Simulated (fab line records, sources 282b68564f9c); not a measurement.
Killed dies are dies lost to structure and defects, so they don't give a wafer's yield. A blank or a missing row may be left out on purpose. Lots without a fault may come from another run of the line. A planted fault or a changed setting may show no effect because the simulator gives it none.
fab line records | flow rit_cmos
record lots=12 wafers=36 last_day=7
route steps=202 shown ACTIVE@8 M1@202
lots that met no fault: from a run of the same line without faults
start_h: hours from the record's first day to the start of the lot's first wafer shown | wait_h: hours since the lot's step before | " the same as in the row above | L1.1+2: a row that stands for several wafers | - no value, or no start given | * or withheld: withheld | < > ~ a bound
route shown NAME@n: a module of which the file shows steps, and the number in the route of the first | usual: mean/standard deviation of fault-free wafers | same: alike in all rows | chamber/n: place in a boat | sites: the reading at each site | _std_site: their standard deviation | _edge_site: outer sites' mean less inner sites' | radius_mm: how far each site lies from the wafer's centre | mask NAME#n: copy n | behind: the tool/chamber that last shaped the wafer | hold: why the lot was held/for how many hours/how that ended | device: the transistor (n, p or np) that didn't switch | end of line: the same wafers' tests at the end of the route | a step without rows: its recipe alone | killed: dies lost to structure and defects at the first sort, not the wafer's yield | map: a wafer's dies, x killed, . not, _ none there
set.NAME: the setting as run; set.NAME@STEP: as run at that earlier step | model.NAME: the simulator's own value behind a step, which no gauge read
steps of the route over a sample of lots; a table a step, a row a wafer
## steps
# step RIT_ACTIVE_SOFTBAKE_07
# recipe resist=NOVOLAK temp_c=90 time_s=60
# usual heater_power_total_W=34.56/0.05 plate_temp_C=90.02/0.15
# same time_s=60
# columns lot.wafer tool chamber start_h wait_h heater_power_total_W plate_temp_C
L687.1 litho_track-02 0 14.70 0.1 34.52 89.92
L687.4 " 0 " " 34.53 90.08
L687.6 " 0 " " 34.57 90.09
L688.1 litho_track-02 0 19.64 0.1 34.59 90.11
L688.3 " 0 " " 34.55 90.10
L688.4 " 0 " " 34.53 90.04
L689.2 litho_track-02 0 23.91 0.1 34.56 90.11
L689.4 " 0 " " 34.63 89.98
L689.6 " 0 " " 34.57 90.03
L690.3 litho_track-04 0 29.52 0.1 34.57 89.83
L690.4 " 0 " " 34.47 89.69
L690.5 " 0 " " 34.55 89.80
L691.2 litho_track-04 0 34.46 0.1 34.52 90.38
L691.4 " 0 " " 34.57 90.25
L691.6 " 0 " " 34.61 90.28
L702.1 litho_track-02 0 90.29 0.1 34.03 88.70
L702.5 " 0 " " 33.99 88.63
L702.6 " 0 " " 33.92 88.77
L703.3 litho_track-02 0 93.94 0.1 33.95 88.84
L703.4 " 0 " " 33.99 88.89
L703.5 " 0 " " 33.95 88.86
L704.1 litho_track-01 0 99.23 0.1 34.55 89.93
L704.2 " 0 " " 34.59 90.05
L704.6 " 0 " " 34.61 89.87
L705.2 litho_track-01 0 104.94 0.1 34.57 89.98
L705.4 " 0 " " 34.55 89.92
L705.6 " 0 " " 34.49 89.90
L707.1 litho_track-01 0 113.89 0.1 34.44 89.80
L707.5 " 0 " " 34.65 90.05
L707.6 " 0 " " 34.58 89.82
L708.2 litho_track-01 0 119.12 0.1 34.58 90.16
L708.3 " 0 " " 34.59 90.17
L708.4 " 0 " " 34.56 89.98
L710.3 litho_track-01 0 128.94 0.1 34.52 90.06
L710.4 " 0 " " 34.55 89.99
L710.5 " 0 " " 34.63 90.16
# step RIT_M1_PROBE_99
# usual killed_at_contacts=0.0/0.2 killed_at_front_end=6.6/2.9 killed_dies=6.6/3 killed_open=3.4/2 killed_short=3.2/2
# same gross_dies=264 killed_at_M0_to_M3=0 killed_at_M4_up=0 killed_at_back_side=0 killed_at_other=0
# columns lot.wafer tool chamber start_h wait_h killed_at_contacts killed_at_front_end killed_dies killed_open killed_short
L702.1 prober-01 - 132.82 0.1 0 4 4 2 2
L702.5 prober-01 - 133.02 0.2 0 3 3 1 2
L702.6 prober-01 - 133.07 0.2 0 9 9 2 7
# killed by level:class
L702.1 FOX1:geometric_particle:open=1 GATE:geometric_particle:short=1 REOX:geometric_particle:short=1 SILICIDE:geometric_particle:open=1
L702.5 GATE:geometric_particle:short=2 GATE:geometric_particle:open=1
L702.6 FOX1:geometric_particle:short=2 GATE:geometric_particle:short=2 SILICIDE:geometric_particle:short=2 GATE:geometric_particle:open=1 REOX:geometric_particle:short=1 SPACER:geometric_particle:open=1
## key
first_sign step=RIT_ACTIVE_SOFTBAKE_07 reading=heater_power_total_W direction=down sigmas=12 usual=34.56 struck=33.97
effect step=RIT_ACTIVE_SOFTBAKE_07 reading=plate_temp_C direction=down sigmas=8.4 usual=* struck=*
met_at RIT_ACTIVE_SOFTBAKE_07
struck_lots L702,L703
tester_left_out L702,L703
onset_between 23.91 90.29
fault kind=process_parameter_drift tool=litho_track-02 chamber=- onset_h=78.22 steps=RIT_ACTIVE_SOFTBAKE_07 channel=temp_c offset=* shape=step end_h=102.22 acts_in=* stated=*
# tester_left_out: of these lots the tester's yield and bins aren't shown, on N5 and GAA mostly nor the transistor test; their killed dies are dies lost to structure and defects alone, not to doping, threshold or leakage, so they don't give the yield
